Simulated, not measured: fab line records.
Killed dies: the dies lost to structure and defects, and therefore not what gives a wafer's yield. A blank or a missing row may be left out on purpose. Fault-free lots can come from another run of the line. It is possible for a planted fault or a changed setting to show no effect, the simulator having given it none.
Struck lot and sound lot, side by side    flow berkeley_cmos170    4 steps out of a route of 331
Sound: these wafers, L866.2, L866.4, L866.5. The struck wafers were L869.1, L869.2, L869.3. The cause is given at the end.
At each step with rows: each side's tool, then ch and its chambers, then its first start. Under that, the readings that differ: sound wafers    struck wafers    difference of the means    sigmas: that difference in standard deviations of wafers without a fault.
alike: words and numbers the same on both sides, and readings whose means are apart by under 2 such deviations; not compared: readings that were withheld, readings missing a value for some wafer, numbers with overlapping values and no deviation given by the record, and bounds like >300 which may hide the same value.
A row with sigmas, a row that says differs or no value, or rows on one side alone: a step with any of these is where the two part. Numbers that don't overlap but have no deviation are shown without sigmas and don't part them. A reading that every wafer of one side lacks parts them only if that side has two wafers or more.

UCB170_START_BOW_MEAS_00:
  sound on film_metro-03 at day 3 12:01; struck on film_metro-03 at day 4 03:00
  alike: INCOMING_BOW
then, 1 step without rows for these wafers: UCB170_START_CLEAN_01 (cleans in dHF, time 60 s).
UCB170_START_OXIDATION_02: target thk 20 nm, ox time 1800 s.
  struck on furnace-01, day 4 05:18; sound on furnace-04 ch 0, day 3 15:05
  no value came back on the struck wafers for ox_temp_c (C), ox_temp_c_max, spike_tc_centre_C (C); on the sound wafers ox_temp_c (C) reads 950.0 949.8 950.0
then, 1 step without rows for these wafers: UCB170_START_ANNEAL_04 (time 1200 s).

== WHERE THEY PART ==
UCB170_START_OXIDATION_02 only, going by this record.

WHY: the cause the simulator had injected
Whole step skipped at UCB170_START_OXIDATION_02 on furnace-01, starting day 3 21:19. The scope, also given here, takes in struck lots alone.
